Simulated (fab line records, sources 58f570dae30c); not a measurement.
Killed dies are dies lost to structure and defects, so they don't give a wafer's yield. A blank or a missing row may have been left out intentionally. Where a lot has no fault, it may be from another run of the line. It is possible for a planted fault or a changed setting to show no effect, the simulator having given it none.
2 desks, one fault | flow berkeley-cmos170 | only its own numbers are on each desk; what lay behind them is given at the end

## AT THE METROLOGY DESK
Means of the sampled wafers that have a number, per lot and without regard to the tool the lot ran on: this is what the gauges read. A lot is out of limits, marked OUT, if its mean lies more than 4 standard deviations from the usual mean; the brackets give that distance.
Columns: A = cd-nm at UCB170_GATE_CD_MEAS_90, usual 349.6 nm; B = cd-nm at UCB170_PLDD_CD_MEAS_06, usual 1200.0 nm; C = PLDD_OVL at UCB170_PLDD_OVL_MEAS_07, usual -3 nm
lot  | first seen here | A     | B      | C
L339 | day 8 17:07     | 350.8 | 1198.3 | -3
L343 | day 9 01:11     | 350.0 | 1198.7 | -10
L352 | day 11 03:19    | 349.2 | 1200.1 | 1
L350 | day 11 04:10    | 349.8 | 1198.2 | -2
L354 | day 11 21:08    | 350.2 | 1201.5 | -0
L358 | day 12 17:07    | 349.3 | 1198.9 | 5
This desk found nothing out of limits on any of the 6 lots.

## FOR THE TOOL OWNER'S DESK: implanter-03
The tool's own readings at UCB170_PLDD_IMPLANT_09, given as means over the sampled wafers that have a number, one for each lot that went through this tool. A lot is out of limits, marked OUT, if its mean lies more than 4 standard deviations from the usual mean; the brackets give that distance.
Columns: A = beam-energy-keV at UCB170_PLDD_IMPLANT_09, usual 10.000; B = beam-on-s at UCB170_PLDD_IMPLANT_09, usual 10.01 s
lot  | first seen here | A                        | B
L343 | day 9 02:47     | 10.003                   | 10.02
L352 | day 11 05:04    | 10.536 (+99 or more) OUT | 9.99
L350 | day 11 06:20    | 10.537 (+99 or more) OUT | 9.89
This desk's verdict: out of limits on L350, L352, starting with L352 at day 11 05:04 (beam-energy-keV at UCB170_PLDD_IMPLANT_09). L343: within limits.

## PUT TOGETHER
The tool owner's desk could have raised an alarm at day 11 05:04, on L350, L352.
Metrology desk: nothing out of limits seen.
The metrology desk holds a record of L350, L352, inside its limits.
The lots listed all ran UCB170_PLDD_IMPLANT_09 on implanter-03.

## WHAT WAS PUT IN BY THE SIMULATOR
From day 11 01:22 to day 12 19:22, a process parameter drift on implanter-03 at UCB170_PLDD_IMPLANT_09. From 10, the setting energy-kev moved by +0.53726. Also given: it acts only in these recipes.
Struck lots among those shown: L350, L352.
Each desk's first reading out of limits, in hours after the fault started: the tool owner's desk, 4.
